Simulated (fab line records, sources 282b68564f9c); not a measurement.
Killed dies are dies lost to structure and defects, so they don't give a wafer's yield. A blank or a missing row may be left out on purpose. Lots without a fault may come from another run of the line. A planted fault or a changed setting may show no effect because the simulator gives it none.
Which tool did it? | flow rit_cmos | 16 lots, 48 wafers sampled, at 5 steps of a route of 202

WHAT THE GAUGES READ, wafer by wafer
RIT_NWELL_TW_MEAS_10. Usual: NWELL_TW 2156, standard deviation 31.
lot  | measured    | on            | NWELL_TW       | flag
L478 | day 1 23:16 | film_metro-03 | 2148 2170 2157 |
L479 | day 2 01:56 | film_metro-02 | 2194 2194 2213 |
L480 | day 2 07:20 | film_metro-02 | 2200 2200 2199 |
L481 | day 2 12:58 | film_metro-02 | 2204 2206 2203 |
L482 | day 2 17:32 | film_metro-01 | 2117 2107 2131 |
L483 | day 3 00:15 | film_metro-03 | 2138 2139 2151 |
L484 | day 3 04:07 | film_metro-03 | 2159 2136 2147 |
L486 | day 3 13:02 | film_metro-02 | 2205 2205 2198 |
L487 | day 3 18:39 | film_metro-03 | 2150 2145 2143 |
L491 | day 4 14:37 | film_metro-03 | 2148 2156 2145 |
L492 | day 4 23:07 | film_metro-01 | 2118 2111 2107 |
L493 | day 5 02:46 | film_metro-03 | 2160 2150 2137 |
L495 | day 5 10:06 | film_metro-02 | 2189 2169 2183 |
L496 | day 5 20:11 | film_metro-01 | 2132 2127 2147 |
L498 | day 6 01:23 | film_metro-03 | 2169 2155 2167 |
L501 | day 6 15:58 | film_metro-03 | 2152 2171 2162 |

RIT_WELLDRIVE_RS_MEAS_02: measures by four-point-probe. Usual: PWELL_RS 430.1 ohm/sq, standard deviation 1.3.
lot  | measured    | on            | PWELL_RS (ohm/sq) | flag
L478 | day 2 06:05 | film_metro-03 | 430.6 428.7 431.4 |
L479 | day 2 08:55 | film_metro-03 | 430.1 429.4 428.6 |
L480 | day 2 14:16 | film_metro-02 | 428.4 428.8 428.7 |
L481 | day 2 19:55 | film_metro-01 | 431.8 432.5 432.2 |
L482 | day 3 00:35 | film_metro-01 | 432.3 432.1 432.2 |
L483 | day 3 07:04 | film_metro-01 | 429.3 428.8 429.3 |
L484 | day 3 11:04 | film_metro-01 | 430.4 431.1 430.5 |
L486 | day 3 19:52 | film_metro-01 | 428.1 429.5 431.7 |
L487 | day 4 01:48 | film_metro-01 | 432.1 431.3 432.1 |
L491 | day 4 21:41 | film_metro-02 | 428.2 429.6 430.5 |
L492 | day 5 06:10 | film_metro-03 | 432.4 429.7 430.3 |
L493 | day 5 11:17 | film_metro-02 | 428.5 429.7 430.0 |
L495 | day 5 18:16 | film_metro-03 | 428.3 428.4 430.3 |
L496 | day 6 03:08 | film_metro-01 | 431.9 430.7 431.6 |
L498 | day 6 08:26 | film_metro-02 | 429.1 429.7 430.4 |
L501 | day 6 23:20 | film_metro-03 | 427.6 429.0 428.3 |

RIT_NLDD_OVL_MEAS_06. Usual: NLDD_OVL 0.3 nm, standard deviation 1.3.
lot  | measured    | on         | NLDD_OVL (nm)        | flag
L478 | day 2 18:23 | overlay-01 | -1.5 -1.6 -0.9       |
L479 | day 2 23:19 | overlay-01 | 2.0 0.6 0.8          |
L480 | day 3 04:46 | overlay-01 | -0.5 -0.7 -0.9       |
L481 | day 3 08:20 | overlay-01 | 2.4 1.2 1.3          |
L482 | day 3 14:31 | overlay-01 | 1.8 2.7 3.7          |
L483 | day 3 21:35 | overlay-01 | -0.6 -0.4 0.4        |
L484 | day 3 23:32 | overlay-01 | 1.3 1.0 1.1          |
L486 | day 4 09:13 | overlay-01 | 2.1 2.9 3.5          |
L487 | day 4 20:17 | overlay-01 | 0.0 -0.4 -1.1        |
L491 | day 5 12:28 | overlay-02 | -298.7 -299.9 -299.6 | OFF
L492 | day 5 22:25 | overlay-01 | -297.7 -297.8 -299.5 | OFF
L493 | day 6 00:50 | overlay-02 | -301.0 -299.3 -300.0 | OFF
L495 | day 6 08:11 | overlay-01 | -299.5 -299.5 -300.5 | OFF
L496 | day 6 17:13 | overlay-02 | 0.7 1.0 0.7          |
L498 | day 6 21:34 | overlay-01 | 1.9 1.5 0.3          |
L501 | day 7 12:54 | overlay-01 | -0.3 0.8 0.2         |

WHICH TOOL RAN EACH LOT (tool, then ch and the chambers of the sampled wafers, then the start)
lot  | RIT_NWELL_STRIP_09                  | RIT_NLDD_EXPOSE_03
L478 | plasma_asher-01 ch 0,1, day 1 23:05 | iline_stepper-01 ch 0, day 2 17:59
L479 | plasma_asher-03 ch 0,1, day 2 01:46 | iline_stepper-01 ch 0, day 2 22:55
L480 | plasma_asher-04 ch 0,1, day 2 07:10 | iline_stepper-01 ch 0, day 3 04:22
L481 | plasma_asher-04 ch 0,1, day 2 12:47 | iline_stepper-02 ch 0, day 3 07:56
L482 | plasma_asher-01 ch 0,1, day 2 17:22 | iline_stepper-01 ch 0, day 3 14:08
L483 | plasma_asher-04 ch 0,1, day 3 00:04 | iline_stepper-01 ch 0, day 3 21:13
L484 | plasma_asher-03 ch 0,1, day 3 03:57 | iline_stepper-01 ch 0, day 3 23:08
L486 | plasma_asher-04 ch 0,1, day 3 12:51 | iline_stepper-02 ch 0, day 4 08:49
L487 | plasma_asher-04 ch 0,1, day 3 18:28 | iline_stepper-01 ch 0, day 4 19:53
L491 | plasma_asher-01 ch 0,1, day 4 14:28 | iline_stepper-01 ch 0, day 5 12:07
L492 | plasma_asher-04 ch 0,1, day 4 22:57 | iline_stepper-01 ch 0, day 5 22:01
L493 | plasma_asher-03 ch 0,1, day 5 02:35 | iline_stepper-01 ch 0, day 6 00:27
L495 | plasma_asher-03 ch 0,1, day 5 09:55 | iline_stepper-01 ch 0, day 6 07:35
L496 | plasma_asher-04 ch 0,1, day 5 20:01 | iline_stepper-02 ch 0, day 6 16:46
L498 | plasma_asher-04 ch 0,1, day 6 01:14 | iline_stepper-02 ch 0, day 6 21:12
L501 | plasma_asher-01 ch 0,1, day 6 15:48 | iline_stepper-02 ch 0, day 7 12:30
- RIT_NWELL_STRIP_09: strips in O2, time 180 s.
- RIT_NLDD_EXPOSE_03: exposes mask M7, target cd 40700 nm.

WHAT THE TOOLS THEMSELVES READ (means of the sampled wafers that have a number; where no wafer has one, the mark that the record gives instead)
RIT_NWELL_STRIP_09. Usual: drypump_motor_current_A 5.9 A, standard deviation 0.49; o2_flow_sccm 4001 sccm, standard deviation 12.
lot  | tool            | drypump_motor_current_A (A) | o2_flow_sccm (sccm) | flag
L478 | plasma_asher-01 | 6.2                         | 4013                |
L479 | plasma_asher-03 | 6.0                         | 3996                |
L480 | plasma_asher-04 | 5.9                         | 4008                |
L481 | plasma_asher-04 | 5.4                         | 3997                |
L482 | plasma_asher-01 | 6.2                         | 3998                |
L483 | plasma_asher-04 | 5.4                         | 4002                |
L484 | plasma_asher-03 | 6.0                         | 3992                |
L486 | plasma_asher-04 | 5.4                         | 4006                |
L487 | plasma_asher-04 | 5.4                         | 3994                |
L491 | plasma_asher-01 | 6.2                         | 4005                |
L492 | plasma_asher-04 | 5.8                         | 4011                |
L493 | plasma_asher-03 | 5.9                         | 4003                |
L495 | plasma_asher-03 | 6.0                         | 4005                |
L496 | plasma_asher-04 | 5.4                         | 4005                |
L498 | plasma_asher-04 | 5.4                         | 3996                |
L501 | plasma_asher-01 | 6.2                         | 3986                |

RIT_NLDD_EXPOSE_03. Usual: focus_offset_nm 0.1 nm, standard deviation 0.53; stage_vel_mm_s 500.00 mm/s, standard deviation 0.27.
lot  | tool             | focus_offset_nm (nm) | stage_vel_mm_s (mm/s) | flag
L478 | iline_stepper-01 | -0.1                 | 499.93                |
L479 | iline_stepper-01 | -0.1                 | 499.37                |
L480 | iline_stepper-01 | 0.3                  | 500.02                |
L481 | iline_stepper-02 | -0.1                 | 499.91                |
L482 | iline_stepper-01 | 0.7                  | 499.95                |
L483 | iline_stepper-01 | 1.1                  | 500.14                |
L484 | iline_stepper-01 | 0.1                  | 499.86                |
L486 | iline_stepper-02 | 0.2                  | 499.88                |
L487 | iline_stepper-01 | 1.0                  | 499.73                |
L491 | iline_stepper-01 | 0.3                  | 500.12                |
L492 | iline_stepper-01 | -0.4                 | 500.03                |
L493 | iline_stepper-01 | 0.3                  | 499.67                |
L495 | iline_stepper-01 | -0.5                 | 499.90                |
L496 | iline_stepper-02 | 0.2                  | 500.10                |
L498 | iline_stepper-02 | -0.1                 | 500.08                |
L501 | iline_stepper-02 | -0.4                 | 500.19                |

THE ANSWER, worked out from the rows above alone
Rule: a lot is off if the mean of its wafers that have a number lies more than 3 standard deviations from the usual mean. A lot without any number at a reading at which 4 lots or more have one is off too. The other lots that the step has rows for count as sound. The gauges are gone through in route order, then the tools' own readings, and for those a lot's mean is taken as printed above. The first step at which some lot is off is used, and at that step the reading that is off furthest; a lot without a number counts as furthest.
Off: L491, L492, L493, L495, at RIT_NLDD_OVL_MEAS_06 (NLDD_OVL).
A tool fits if, at a process step before that reading, it ran every lot that is off, and no sound lot after the first of them. The gauges at RIT_NLDD_OVL_MEAS_06 are tried like those tools. One fits: iline_stepper-01 at RIT_NLDD_EXPOSE_03. Its last sound lot is L487 (day 4 19:53), its first lot that is off L491 (day 5 12:07): a fault that began between those two fits.

WHAT THE SIMULATOR HAD PUT IN
Scanner matching overlay: iline_stepper-01, from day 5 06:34 on, at RIT_NLDD_EXPOSE_03. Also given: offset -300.
Lots struck among those shown: L491, L492, L493, L495. The rule above found the same.
